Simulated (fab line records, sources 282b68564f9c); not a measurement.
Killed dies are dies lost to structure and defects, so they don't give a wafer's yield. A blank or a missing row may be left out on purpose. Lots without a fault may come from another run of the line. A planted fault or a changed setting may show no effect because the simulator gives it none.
A struck lot beside a sound one | flow rit_cmos | 14 steps out of a route of 202
Sound: wafers L714.2, L714.5, L714.6. Struck: wafer L725.2. (L725.1, L725.5 of the same lot were not struck and are left out.) The cause comes at the end.
At each step with rows: each side's tool, then ch and its chambers, then its first start. Under that, the readings that differ: sound wafers | struck wafers | difference of the means | sigmas: that difference in standard deviations of wafers without a fault.
alike: readings whose means differ by less than 2 such deviations, and words and numbers that are the same on both sides. not compared: withheld readings, readings that some wafer has no value for, bounds like >300 that may hide the same value, and numbers for which the record gives no deviation and whose values overlap.
The two part at a step that has a row with sigmas, a row that says differs or no value, or rows on one side only. Numbers that don't overlap but have no deviation are shown without sigmas and don't part them. A reading that every wafer of one side lacks parts them only if that side has two wafers or more.

first, 2 steps without rows for these wafers: RIT_PLDD_PEB_04; RIT_PLDD_DEVELOP_05 (develop time 50 s).
RIT_PLDD_OVL_MEAS_06:
  sound on overlay-02, day 3 15:58; struck on overlay-02, day 5 22:48
  alike: PLDD_OVL
then, 2 steps without rows for these wafers: RIT_PLDD_HARDBAKE_07 (time 60 s); RIT_PLDD_IMPLANT_08.
RIT_PLDD_STRIP_09: strips in O2, time 180 s.
  sound on plasma_asher-04 ch 0,1, day 3 16:17; struck on plasma_asher-02 ch 1, day 5 23:08
  alike: drypump_motor_current_A, o2_flow_sccm
  not compared: rf_hours_counter_h
RIT_PLDD_TW_MEAS_10:
  sound on film_metro-03, day 3 16:28; struck on film_metro-03, day 5 23:19
  alike: PLDD_TW
then, 4 steps without rows for these wafers: RIT_SPACER_CLEAN_00 (cleans in SC1, time 600 s); RIT_SPACER_CLEAN_01 (cleans in dHF, time 30 s); RIT_SPACER_CLEAN_02 (cleans in SC2, time 600 s); RIT_SPACER_CVD_03 (deposits Si3N4 from SiH2Cl2/NH3, target thk 250 nm, time 3300 s).
RIT_SPACER_THK_MEAS_04:
  sound on film_metro-01, day 3 18:52; struck on film_metro-01, day 6 01:39
  alike: SPACER_NITRIDE_THK
RIT_SPACER_ETCHBACK_05: etches Si3N4 in SF6/CHF3, stops on SiO2, target depth 250 nm, time 240 s.
  sound on rie_diel-04 ch 0,1,2, day 3 18:55; struck on rie_diel-04 ch 2, day 6 01:43
  reading                                  | sound             | struck | difference | sigmas
  oes_product_au (a.u.)                    | 0.856 0.849 0.835 | 0.821  | -0.026     | -2
  model.poly-Si_of_GATE_CVD_08.thk_nm (nm) | 169.8 170.1 171.7 | 177.3  | +6.8       |
  model.Si3N4_of_SPACER_CVD_03.thk_nm (nm) | 196.4 197 199     | 206.5  | +9.0       |
  alike: drypump_motor_current_A, throttle_valve_pct
  not compared: rf_hours_counter_h
then, 1 step without rows for these wafers: RIT_NSD_HMDS_00 (prime time 60 s).

WHERE THEY PART
Only at RIT_SPACER_ETCHBACK_05, within this record.

WHY: what the simulator had put in
Process parameter drift: rie_diel-04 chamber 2, from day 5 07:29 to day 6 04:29, at RIT_SPACER_ETCHBACK_05. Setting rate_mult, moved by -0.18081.
